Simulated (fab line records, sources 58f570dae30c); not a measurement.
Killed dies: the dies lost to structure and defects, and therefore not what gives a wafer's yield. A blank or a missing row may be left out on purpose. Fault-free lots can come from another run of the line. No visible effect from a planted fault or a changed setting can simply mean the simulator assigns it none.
Split-lot experiment | flow berkeley_cmos170 | 23 wafers read from 5 lots, route of 331 steps

## THE SPLIT ITSELF
At UCB170_SPACER_CVD_00 (deposits SiO2 from TEOS/O2, target thk 376 nm, time 47 s), the setting time_s was moved away from the recipe's 47 s on 7 of the 23 wafers read, by -8.2% to +5.3%. For the rest of the wafers, this setting stayed at what the recipe calls for.

Split to reading: the file shows no intervening step.

## THE READING
At UCB170_SPACER_THK_MEAS_01: SPACER_TEOS_THK, given in nm. Typical for fault-free wafers on this fab line: 377 nm, with standard deviation 5.5 nm.

wafer  | tool, chamber at the split | time_s as run, s | against the recipe | SPACER_TEOS_THK, nm | against lot-mates on the recipe
L074.1 | pecvd-02, 2                | 49.5             | +5.3%              | 395                 | +20
L074.2 | pecvd-02, 1                | 47               | recipe             | 367                 | -
L074.4 | pecvd-02, 0                | 47               | recipe             | 382                 | -
L074.5 | pecvd-02, 2                | 49.5             | +5.3%              | 400                 | +26
L074.6 | pecvd-02, 1                | 49.5             | +5.3%              | 392                 | +18
L075.2 | pecvd-02, 0                | 47               | recipe             | 381                 | -
L075.3 | pecvd-02, 2                | 47               | recipe             | 381                 | -
L075.4 | pecvd-02, 1                | 44.25            | -5.9%              | 360                 | -23
L075.5 | pecvd-02, 0                | 47               | recipe             | 388                 | -
L075.6 | pecvd-02, 2                | 44.25            | -5.9%              | 369                 | -14
L077.1 | pecvd-01, 1                | 47               | recipe             | 368                 | -
L077.2 | pecvd-01, 0                | 43.15            | -8.2%              | 344                 | -28
L077.3 | pecvd-01, 2                | 43.15            | -8.2%              | 333                 | -39
L077.4 | pecvd-01, 1                | 47               | recipe             | 375                 | -
L077.6 | pecvd-01, 2                | 47               | recipe             | 372                 | -
L079.2 | pecvd-02, 1                | 47               | recipe             | 369                 | -
L079.3 | pecvd-02, 0                | 47               | recipe             | 375                 | -
L079.5 | pecvd-02, 0                | 47               | recipe             | 383                 | -
L084.1 | pecvd-03, 1                | 47               | recipe             | 374                 | -
L084.2 | pecvd-03, 0                | 47               | recipe             | 375                 | -
L084.3 | pecvd-03, 2                | 47               | recipe             | 375                 | -
L084.4 | pecvd-03, 1                | 47               | recipe             | 378                 | -
L084.5 | pecvd-03, 0                | 47               | recipe             | 380                 | -

THE FIT
A straight line over all 23 wafers: SPACER_TEOS_THK changes by +3.72 nm for each +1% of time_s; r = +0.90; the points scatter about the line by 6.7 nm.
The same after taking each lot's own level away (the mean of its wafers on the recipe; 23 wafers): +3.84 nm for each +1%; r = +0.95; scatter 4.7 nm.
The reading moves by 31 nm for the largest change in time_s, on that fit.
From 371.7 to 383.3 nm: that is the span of the lots' own levels, equal to 2.1 times the standard deviation above.
The two slopes are in agreement: the lot-to-lot level therefore moves the slope only a little.
Check: -32.4 nm against its lot-mates is what the line predicts for one of the wafers moved furthest among these (-8.2%) when that wafer is left out of the fit. It came out at -27.7 nm against them.

## OTHER SPLITS ON THESE WAFERS
Before the reading, these wafers also passed through other splits. Each is held against what the fit with the lots' levels taken away leaves over:
other split on the same wafers | wafers away from the commonest value | r with SPACER_TEOS_THK (lot level and that fit taken away)
UCB170_PLDD_EXPOSE_03 dose_mj  | 9                                    | -0.09

## THE WHOLE CHAIN: every reading that the file lists as answering this split, in the file's order
step                      | what it does                                                             | reading                                                                       | change (the file's fit)              | r (the file's)
UCB170_SPACER_CVD_00      | deposits SiO2 from TEOS/O2, target thk 376 nm, time 47 s                 | SiO2_of_SPACER_CVD_00.thk_nm (the simulator's own value, which no gauge read) | +3.8 nm for each +1% of the setting  | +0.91
UCB170_SPACER_THK_MEAS_01 |                                                                          | SPACER_TEOS_THK                                                               | +3.82 for each +1% of the setting    | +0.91
UCB170_SPACER_ETCHBACK_03 | etches SiO2 in CHF3/CF4/Ar, stops on Si, target depth 376 nm, time 100 s | etch.depth_nm (the simulator's own value, which no gauge read)                | +3.64 nm for each +1% of the setting | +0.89

## FILE'S OWN FIT
SPACER_TEOS_THK changes by +3.82 nm for each +1% of time_s, r = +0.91.
